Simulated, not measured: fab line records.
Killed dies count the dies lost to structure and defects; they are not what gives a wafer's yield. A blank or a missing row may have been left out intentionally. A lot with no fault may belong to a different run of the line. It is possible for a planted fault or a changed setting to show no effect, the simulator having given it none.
Chamber matching    flow berkeley-cmos170    UCB170_V2_CMP_02 on cmp-02 has 4 sister chambers
The step polishes SiO2. 8 wafers are shown with their chamber, then 7 later ones without.

## EACH WAFER AND ITS CHAMBER
wafer   chamber  motor-current-A (A)  slurry-flow-ml-min
L602.4  0        15.3                 151.3
L605.1  1        16.1                 150.3
L605.3  0        15.3                 149.6
L608.1  1        15.3                 150.1
L608.2  3        13.3                 149.6
L608.5  2        14.2                 150.6
L615.1  2        14.0                 149.7
L615.3  3        13.8                 149.7

## WAFERS WITHOUT THEIR CHAMBER
wafer   motor-current-A (A)  slurry-flow-ml-min
L615.4  15.9                 150.8
L617.2  13.3                 149.7
L617.4  16.6                 150.0
L617.5  14.8                 149.2
L622.1  14.0                 150.2
L622.2  15.8                 149.6
L622.5  14.2                 150.4

## THE CHAMBER EACH PASSED THROUGH
wafer   from the rows above                in truth
L615.4  can't be placed: 1 or 0            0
L617.2  can't be placed: 3 or 2            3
L617.4  can't be placed: 1 or 0            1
L617.5  can't be placed: 0 or 2 or 1 or 3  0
L622.1  can't be placed: 2 or 3            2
L622.2  can't be placed: 1 or 0            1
L622.5  can't be placed: 2 or 3            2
Correctly placed: 0 of 7. Cannot be placed on the basis of these rows: 7; the candidates contain the true chamber in 7. Wrongly placed: 0.
How it was worked out, from the rows above alone: a wafer's distance from a chamber is the root of the sum, over the readings, of the square of ((its reading less the chamber's mean) divided by the reading's scatter). The wafer belongs to the nearest chamber; if the next one is less than 2 further off, it can't be placed. A chamber's mean is the mean of its shown wafers. The scatter is the square root of a quotient: the sum, over the shown wafers, of each reading's squared deviation from its chamber's mean, divided by wafers minus chambers.
